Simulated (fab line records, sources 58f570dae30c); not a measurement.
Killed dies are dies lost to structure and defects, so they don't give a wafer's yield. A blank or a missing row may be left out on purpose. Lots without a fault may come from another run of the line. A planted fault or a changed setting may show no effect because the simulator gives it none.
A struck lot beside a sound one | flow berkeley_cmos170 | 17 steps out of a route of 331
Sound: wafers L648.1, L648.2, L648.3. Struck: wafers L655.3, L655.4, L655.6. The cause comes at the end.
At each step with rows: each side's tool, then ch and its chambers, then its first start. Under that, the readings that differ: sound wafers | struck wafers | difference of the means | sigmas: that difference in standard deviations of wafers without a fault.
alike: readings whose means differ by less than 2 such deviations, and words and numbers that are the same on both sides. not compared: withheld readings, readings that some wafer has no value for, bounds like >300 that may hide the same value, and numbers for which the record gives no deviation and whose values overlap.
The two part at a step that has a row with sigmas, a row that says differs or no value, or rows on one side only. Numbers that don't overlap but have no deviation are shown without sigmas and don't part them. A reading that every wafer of one side lacks parts them only if that side has two wafers or more.

UCB170_SACOX_THK_MEAS_02:
  sound on film_metro-02, day 8 12:34; struck on film_metro-02, day 10 00:02
  alike: SACOX_OXIDE_THK
then, 2 steps without rows for these wafers: UCB170_SCREENOX_WET_ETCH_00 (etches SiO2 in dHF, time 200 s); UCB170_SCREENOX_OXIDATION_01 (target thk 14.4 nm, ox time 2400 s).
UCB170_SCREENOX_THK_MEAS_02:
  sound on film_metro-03, day 8 18:19; struck on film_metro-04, day 10 07:01
  alike: SCREENOX_OXIDE_THK
then, 7 steps without rows for these wafers: UCB170_SCREENOX_ANNEAL_03 (time 900 s); UCB170_NVT_HMDS_00 (prime time 60 s); UCB170_NVT_COAT_01 (resist thk 909.7 nm); UCB170_NVT_SOFTBAKE_02 (time 60 s); UCB170_NVT_EXPOSE_03 (exposes mask PWELL, target cd 3000 nm); UCB170_NVT_PEB_04; UCB170_NVT_DEVELOP_05 (develop time 45 s).
UCB170_NVT_OVL_MEAS_06:
  sound on overlay-01, day 9 04:23; struck on overlay-01, day 10 14:58
  alike: NVT_OVL
UCB170_NVT_IMPLANT_07:
  sound on implanter-01 ch 0, day 9 04:26; struck on implanter-04 ch 0, day 10 15:03
  reading            | sound                         | struck                        | difference | sigmas
  dose_ions_cm2      | 3.001e+12 2.998e+12 3.002e+12 | 4.801e+12 4.796e+12 4.799e+12 | +1.798e+12 | +99 or more
  faraday_current_uA | 9.74 9.25 9.37                | 15.43 15.27 15.07             | +5.80      | +32
  alike: tilt_deg
UCB170_NVT_STRIP_08: strips in O2.
  sound on plasma_asher-02 ch 0,1, day 9 04:35; struck on plasma_asher-04 ch 0,1, day 10 15:11
  alike: drypump_motor_current_A, oes_product_au, strip_time_to_endpoint_s
  not compared: rf_hours_counter_h
UCB170_NVT_TW_MEAS_09:
  sound on film_metro-01, day 9 04:41; struck on film_metro-04, day 10 15:16
  reading | sound       | struck      | difference | sigmas
  NVT_TW  | 528 527 526 | 618 615 616 | +89        | +16
then, 1 step without rows for these wafers: UCB170_NVT_CLEAN_10 (cleans in SPM, time 600 s).
-- the record jumps here: 2 days lie between the struck wafers' starts before and after (it left off in module NVT and takes up again in module M3, whose first step shown is number 331 of the route) --
UCB170_M3_PROBE_99:
  sound on prober-02, day 11 07:53; struck on prober-02, day 12 21:40
  reading                             | sound             | struck            | difference | sigmas
  model.etest.nmos_0p6.r_on_ohm_um    | 2212 2237 2239    | 2474 2523 2488    | +266       |
  model.etest.nmos_0p35.r_on_ohm_um   | 1417 1429 1446    | 1577 1599 1587    | +157       |
  model.etest.nmos_turned.drive_ua_um | 601.1 593 588     | 515.3 506.6 505.8 | -84.8      |
  model.etest.nmos_0p35.drive_ua_um   | 588.7 583.2 587.3 | 502.8 497.2 494.6 | -88.2      |
  model.etest.nmos_0p6.drive_ua_um    | 441.8 436.7 431.7 | 362.1 360.9 360.1 | -75.7      |
  model.etest.nmos_narrow.drive_ua_um | 380.4 379.7 379   | 313.2 311.2 308.6 | -68.7      |
  model.etest.nldd.line_ohm_um        | 1204 1182 1210    | 1285 1298 1282    | +90        |
  model.etest.nldd.rs_ohm_sq          | 768.6 771.8 776.2 | 799 803 809.2     | +32        |

WHERE THEY PART
First at UCB170_NVT_IMPLANT_07; last, within this record, at UCB170_NVT_TW_MEAS_09.

WHY: what the simulator had put in
Process parameter drift: implanter-04, from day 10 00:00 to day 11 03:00, at UCB170_NVT_IMPLANT_07. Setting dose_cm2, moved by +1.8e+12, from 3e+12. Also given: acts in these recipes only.
